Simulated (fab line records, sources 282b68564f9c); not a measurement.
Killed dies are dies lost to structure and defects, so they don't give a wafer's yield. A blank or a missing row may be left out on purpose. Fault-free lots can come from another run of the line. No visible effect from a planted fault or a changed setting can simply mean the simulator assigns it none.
Problem report in the 8D (eight disciplines) form, filled by code | flow rit cmos | the parts of the form that need people (team, actions taken, sign-off) are left out

== 1. THE ISSUE ==
GATE_POLY_THK at RIT_GATE_THK_MEAS_09 reads a mean of 275.6 nm on 3 wafers of 1 lot; wafers without a fault read 250.4 nm with a standard deviation of 2.6. That puts it +9.7 standard deviations away from the usual mean.
First observed at day 6 06:44: wafer L555.1, on film metro-01. The record holds 39 wafers of 13 lots with a number at this step. Rule for "out" (also "out of limits"): further than 4 standard deviations from the usual mean. The other wafers with a number count as sound.

== 2. WHAT IT IS AND WHAT IT IS NOT ==
question                    | is                     | is not
which readings at this step | GATE_POLY_THK          | -
which lots                  | L555                   | L537, L538, L539, L540, L541, L542, L543, L544, L545, L546, L547, L560
which wafers of those lots  | all that have a number | -
read on which gauges        | film metro-01          | film metro-02
when                        | from day 6 06:44       | up to then (33 sound wafers); but 3 sound wafers of L560 came after

== 3. SUSPECTS, AND WHAT RULES EACH OUT ==
Counting: a tool at a process step up to the reading stays a suspect if it ran every lot that is out and no sound lot after the first of them.
- the gauge at RIT_GATE_THK_MEAS_09 is ruled out. All the wafers that are out were read on film metro-01, but those of them that RIT_GATE_ETCH_19 has rows for are out there too, on other tools.
- plasma asher-03 at RIT_NRETRO_STRIP_09 (strips in O2, time 180 s): ruled out as a lasting fault. Following L555 (day 6 01:25), the first lot on it that is out, the sound lots L560 were run on it.
- lpcvd-01 at RIT_GATE_CVD_08 (deposits poly-Si from SiH4, target thk 250 nm, time 2220 s): kept. It ran the lot that is out, L555 (day 6 05:07), and no sound lot after that; its last sound lot up to then is L547 (day 4 18:21).
After counting, what remains is lpcvd-01 at RIT_GATE_CVD_08.

== 4. THE CAUSE (what the simulator had put in) ==
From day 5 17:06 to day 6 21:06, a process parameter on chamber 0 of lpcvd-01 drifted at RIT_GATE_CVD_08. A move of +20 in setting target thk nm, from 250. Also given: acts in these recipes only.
After counting, this tool was the only one left.

== 5. SEQUENCE OF EFFECTS, ordered by route ==
One row per reading whose mean, taken over the struck wafers that have a number, lies over 3 standard deviations from the usual. Scope: only readings with a usual standard deviation given in the record; hours: median across lots of the time from each lot's start at the first step in this table that gives one to its start at this step; sigmas: change in usual standard deviations.
hours | step                 | reading        | usual      | on struck wafers | change | sigmas
0     | RIT_GATE_THK_MEAS_09 | GATE_POLY_THK  | 250.4 nm   | 275.6            | +25.2  | +9.7
1     | RIT_GATE_ETCH_19     | oes product au | 0.849 a.u. | 0.914            | +0.065 | +6.5
Here are the process steps it includes:
- RIT_GATE_ETCH_19: etches poly-Si in SF6/CHF3/O2, stops on SiO2, time 165 s, target depth 312.5 nm.

== 6. HOW IT WOULD HAVE BEEN CAUGHT EARLIER ==
In this record the first reading out of limits at a measuring or inspecting step was taken at day 6 06:44, 14 hours after the fault began at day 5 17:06.
Of the tool readings at RIT_GATE_CVD_08 for which the record gives a usual standard deviation, none was out on any struck wafer, so an alarm limit of 4 standard deviations on them would not have fired.
By day 6 06:44, every lot that is out (1) had started RIT_GATE_CVD_08 on lpcvd-01. Holding the tool at that point would not have protected any of them.
